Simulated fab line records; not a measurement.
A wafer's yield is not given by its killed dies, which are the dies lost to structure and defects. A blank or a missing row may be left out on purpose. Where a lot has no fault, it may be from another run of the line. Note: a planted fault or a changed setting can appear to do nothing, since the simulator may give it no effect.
Problem report in the 8D (eight disciplines) form, filled by code ; flow rit-cmos ; the parts of the form that need people (team, actions taken, sign-off) are left out

1. PROBLEM STATEMENT
spin-speed-rpm at RIT_M1_COAT_04 reads a mean of 2095.8 rpm on 6 wafers of 2 lots; wafers without a fault read 1999.8 rpm with a standard deviation of 1.3. That puts it +74 standard deviations away from the usual mean.
The step: resist thk 1300 nm.
First observed at day 4 10:13: wafer L954.1, on litho-track-04. The record has a number at this step for 42 wafers belonging to 14 lots. Rule for "out", or "out of limits": more than 4 standard deviations from the usual mean. The rest of the wafers with a number are treated as sound.

2. WHAT IT IS, WHAT IT ISN'T
question;is;is not
which readings at this step;spin-speed-rpm;exhaust-pa
which lots;L954, L961;L949, L950, L951, L952, L953, L958, L963, L964, L965, L967, L969, L972
which wafers of those lots;all that have a number;-
read on which tools;litho-track-04;litho-track-01, litho-track-03
when;from day 4 10:13;"up to then (15 sound wafers); but 21 sound wafers of L958, L963, L964, L965, L967, L969, L972 came after"

3. WHAT RULES OUT EACH SUSPECT
Counting: a tool stays on the suspect list if, at a process step up to the reading, it processed all lots that are out and no sound lot following the first of them.
- litho-track-04 at RIT_M1_COAT_04 (resist thk 1300 nm): kept. It processed each lot that is out, first L954 at day 4 10:13, and no sound lot thereafter; up to then, the last sound lot it processed was L953 at day 4 02:02. Its own readings are out on those wafers: spin-speed-rpm.
After counting, what remains is litho-track-04 at RIT_M1_COAT_04.

4. THE CAUSE (what the simulator had put in)
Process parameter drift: litho-track-04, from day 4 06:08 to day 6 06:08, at RIT_M1_COAT_04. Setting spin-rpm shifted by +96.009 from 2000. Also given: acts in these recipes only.
Counting left only this tool.

5. THE CHAIN OF EFFECTS, in route order
Each row: a reading where the mean over the struck wafers with a number is more than 3 standard deviations away from the usual. Only readings for which the record gives a usual standard deviation are gone through. hours: the time from each lot's start at the first step in this table that gives one to its start at this step, as a median over the lots. sigmas: the change in usual standard deviations.
hours;step;reading;usual;on struck wafers;change;sigmas
0;RIT_M1_COAT_04;spin-speed-rpm;1999.8 rpm;2095.8;+96.0;+74
Process steps it contains:
- RIT_M1_COAT_04: resist thk 1300 nm.

6. WHAT WOULD HAVE CAUGHT IT SOONER
The fault began at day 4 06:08; the first out-of-limits reading in this record came at day 4 10:13, 4 hours later.
